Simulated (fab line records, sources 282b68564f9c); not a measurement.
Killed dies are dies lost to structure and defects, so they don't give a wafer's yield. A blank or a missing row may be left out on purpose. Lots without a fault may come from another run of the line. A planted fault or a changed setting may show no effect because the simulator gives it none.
A struck lot beside a sound one | flow rit_cmos | 14 steps out of a route of 202
Sound: wafers L300.3, L300.5, L300.6. Struck: wafers L306.3, L306.4, L306.6. The cause comes at the end.
At each step with rows: each side's tool, then ch and its chambers, then its first start. Under that, the readings that differ: sound wafers | struck wafers | difference of the means | sigmas: that difference in standard deviations of wafers without a fault.
alike: readings whose means differ by less than 2 such deviations, and words and numbers that are the same on both sides. not compared: withheld readings, readings that some wafer has no value for, bounds like >300 that may hide the same value, and numbers for which the record gives no deviation and whose values overlap.
The two part at a step that has a row with sigmas, a row that says differs or no value, or rows on one side only. Numbers that don't overlap but have no deviation are shown without sigmas and don't part them. A reading that every wafer of one side lacks parts them only if that side has two wafers or more.

first, 2 steps without rows for these wafers: RIT_NSD_PEB_04; RIT_NSD_DEVELOP_05 (develop time 50 s).
RIT_NSD_OVL_MEAS_06:
  sound on overlay-01, day 4 15:40; struck on overlay-01, day 5 21:58
  alike: NSD_OVL
then, 2 steps without rows for these wafers: RIT_NSD_HARDBAKE_07 (time 60 s); RIT_NSD_IMPLANT_08.
RIT_NSD_STRIP_09: strips in O2, time 180 s.
  sound on plasma_asher-01 ch 0,1, day 4 16:04; struck on plasma_asher-01 ch 0,1, day 5 22:21
  alike: chamber_pressure_mTorr, drypump_motor_current_A, o2_flow_sccm
  not compared: rf_hours_counter_h
RIT_NSD_TW_MEAS_10:
  sound on film_metro-01, day 4 16:11; struck on film_metro-01, day 5 22:29
  alike: NSD_TW
then, 5 steps without rows for these wafers: RIT_PSD_HMDS_00 (prime time 60 s); RIT_PSD_COAT_01 (resist thk 1000 nm); RIT_PSD_SOFTBAKE_02 (time 60 s); RIT_PSD_EXPOSE_03 (exposes mask M10, target cd 40900 nm); RIT_PSD_PEB_04.
RIT_PSD_DEVELOP_05: develop time 50 s.
  sound on litho_track-01 ch 0, day 4 17:00; struck on litho_track-03, day 5 23:00
  no value came back on the struck wafers for chill_plate_temp_C (C), develop_time_s (s), exhaust_pa (Pa); on the sound wafers chill_plate_temp_C (C) reads 22.98 23.03 22.93
RIT_PSD_OVL_MEAS_06:
  sound on overlay-01, day 4 17:13; struck on overlay-02, day 5 23:23
  reading      | sound         | struck | difference                    | sigmas
  PSD_OVL (nm) | 0.4 -1.0 -0.4 | - - -  | no value on the struck wafers |

WHERE THEY PART
First at RIT_PSD_DEVELOP_05; last, within this record, at RIT_PSD_OVL_MEAS_06.

WHY: what the simulator had put in
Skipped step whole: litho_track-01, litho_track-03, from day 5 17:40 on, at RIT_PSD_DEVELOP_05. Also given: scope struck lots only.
